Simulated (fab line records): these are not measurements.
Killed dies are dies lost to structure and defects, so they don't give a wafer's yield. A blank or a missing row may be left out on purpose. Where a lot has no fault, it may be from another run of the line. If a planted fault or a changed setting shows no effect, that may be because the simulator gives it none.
Split-lot experiment    flow ritCmos    on a route of 202 steps: 5 lots, 23 wafers read

== ABOUT THE SPLIT ==
At RIT_M1_SPUTTER_00 (material Al, target thk 400 nm, time 500 s), the setting powerW was moved away from the recipe's 2000 W on 7 of the 23 wafers read, by -11.7% to +7.3%. For the rest of the wafers, this setting stayed at what the recipe calls for.

== FROM THE SPLIT ON TO THE READING: in between, the file shows 1 step ==
- RIT_M1_RS_MEAS_01: measures by four-point-probe

== THE READING ==
M1_AL_THK, in nm, at RIT_M1_THK_MEAS_02 (measures by xrf). A value of 404 nm with a standard deviation of 5.6 nm is what fault-free wafers of this fab line usually give.

wafer   tool, chamber at the split  powerW as run, W  against the recipe  M1_AL_THK, nm  against lot-mates on the recipe
L074.1  pvdSputter-02, -            2000              recipe              400            -
L074.2  pvdSputter-02, -            2134              +6.7%               421            +18
L074.3  pvdSputter-02, -            2000              recipe              407            -
L074.5  pvdSputter-02, -            2000              recipe              402            -
L074.6  pvdSputter-02, -            2134              +6.7%               422            +19
L078.1  pvdSputter-03, -            2000              recipe              405            -
L078.3  pvdSputter-03, -            2000              recipe              404            -
L078.6  pvdSputter-03, -            2000              recipe              403            -
L080.1  pvdSputter-02, -            1767              -11.7%              364            -37
L080.3  pvdSputter-02, -            1767              -11.7%              357            -44
L080.4  pvdSputter-02, -            2000              recipe              397            -
L080.5  pvdSputter-02, -            2000              recipe              399            -
L080.6  pvdSputter-02, -            2000              recipe              408            -
L084.1  pvdSputter-04, -            2146              +7.3%               437            +32
L084.2  pvdSputter-04, -            2000              recipe              396            -
L084.3  pvdSputter-04, -            2000              recipe              414            -
L084.5  pvdSputter-04, -            2146              +7.3%               439            +34
L084.6  pvdSputter-04, -            2146              +7.3%               440            +35
L085.1  pvdSputter-03, -            2000              recipe              399            -
L085.3  pvdSputter-03, -            2000              recipe              400            -
L085.4  pvdSputter-03, -            2000              recipe              399            -
L085.5  pvdSputter-03, -            2000              recipe              400            -
L085.6  pvdSputter-03, -            2000              recipe              405            -

FIT RESULTS
A straight line over all 23 wafers: M1_AL_THK changes by +3.87 nm for each +1% of powerW; r = +0.96; the points scatter about the line by 5.6 nm.
The same after taking each lot's own level away (the mean of its wafers on the recipe; 23 wafers): +3.7 nm for each +1%; r = +0.96; scatter 5 nm.
Per that fit: largest powerW move, reading shift of 43 nm.
Across the lots, their own levels run from 400.6 to 405.0 nm, a range of 0.8 times the standard deviation given above.
The two slopes are in agreement: the lot-to-lot level therefore moves the slope only a little.
Check: with one of the wafers moved furthest among these (-11.7%) left out of the fit, the line predicts -45.3 nm for it against its lot-mates. Against them it came out at -37.3 nm.

== THESE WAFERS: OTHER SPLITS ==
Note: prior to the reading, these wafers also went through further splits. Each is held against what the fit with the lots' levels taken away leaves over:
other split on the same wafers  wafers away from the commonest value  r with M1_AL_THK (lot level and that fit taken away)
RIT_SILICIDE_SPUTTER_01 powerW  8                                     +0.02
RIT_CONTACT_ETCH_11 timeS       9                                     -0.09

== THE WHOLE CHAIN: every reading that the file lists as answering this split, in the file's order ==
step                what it does                                reading                                                                     change (the file's fit)                r (the file's)
RIT_M1_SPUTTER_00   material Al, target thk 400 nm, time 500 s  Al_of_M1_SPUTTER_00.thkNm (the simulator's own value, which no gauge read)  +3.76 nm for each +1% of the setting   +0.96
RIT_M1_RS_MEAS_01   measures by four-point-probe                M1_AL_RS                                                                    -0.000717 for each +1% of the setting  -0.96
RIT_M1_THK_MEAS_02  measures by xrf                             M1_AL_THK                                                                   +3.59 for each +1% of the setting      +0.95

== THE FILE'S OWN FIT ==
M1_AL_THK changes by +3.59 nm for each +1% of powerW, r = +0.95.
